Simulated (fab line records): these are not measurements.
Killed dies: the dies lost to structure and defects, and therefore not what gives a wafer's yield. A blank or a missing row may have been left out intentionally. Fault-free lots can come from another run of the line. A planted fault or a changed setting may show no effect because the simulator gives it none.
Chamber matching + flow berkeley cmos170 + cmp-02 running UCB170_V1_CMP_02: 4 sister chambers
The step polishes SiO2. 8 wafers are shown with their chamber, then 8 later ones without.

== WAFERS PAIRED WITH THEIR CHAMBERS ==
| wafer  | chamber | motor current A (A) | platen rpm (rpm) |
|--------|---------|---------------------|------------------|
| L585.4 | 1       | 15.0                | 59.97            |
| L591.2 | 3       | 13.8                | 60.07            |
| L591.3 | 1       | 15.0                | 59.96            |
| L591.4 | 0       | 17.5                | 60.02            |
| L595.1 | 0       | 16.0                | 60.00            |
| L595.3 | 2       | 15.5                | 59.95            |
| L595.5 | 2       | 17.0                | 60.02            |
| L597.2 | 3       | 14.2                | 60.03            |

== WAFERS WHOSE CHAMBER IS MISSING ==
| wafer  | motor current A (A) | platen rpm (rpm) |
|--------|---------------------|------------------|
| L597.3 | 15.1                | 59.99            |
| L597.6 | 16.0                | 59.97            |
| L600.1 | 16.6                | 60.01            |
| L600.3 | 17.1                | 60.02            |
| L600.6 | 15.9                | 60.00            |
| L601.1 | 15.1                | 59.94            |
| L601.2 | 15.0                | 60.00            |
| L601.5 | 14.2                | 60.01            |

== WHICH CHAMBER EACH WENT THROUGH ==
| wafer  | from the rows above               | in truth |
|--------|-----------------------------------|----------|
| L597.3 | can't be placed: 1 or 2 or 0 or 3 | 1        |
| L597.6 | can't be placed: 2 or 1 or 0      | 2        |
| L600.1 | can't be placed: 0 or 2           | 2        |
| L600.3 | can't be placed: 0 or 2           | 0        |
| L600.6 | can't be placed: 2 or 0 or 1      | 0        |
| L601.1 | can't be placed: 1 or 2           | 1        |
| L601.2 | can't be placed: 1 or 2 or 3 or 0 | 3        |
| L601.5 | can't be placed: 3 or 1 or 2 or 0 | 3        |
Correct placement for 0 of the 8. Cannot be placed on the basis of these rows: 8; the candidates contain the true chamber in 8. Placed wrongly: 0.
How it was worked out, from the rows above alone: a wafer's distance from a chamber is the root of the sum, over the readings, of the square of ((its reading less the chamber's mean) divided by the reading's scatter). The wafer belongs to the nearest chamber; if the next one is less than 2 further off, it can't be placed. The mean given for a chamber averages the wafers shown for that chamber. How the scatter is found: for the shown wafers, subtract from each reading the mean of its chamber, square and add these, divide the total by (wafers less chambers), then take the root.
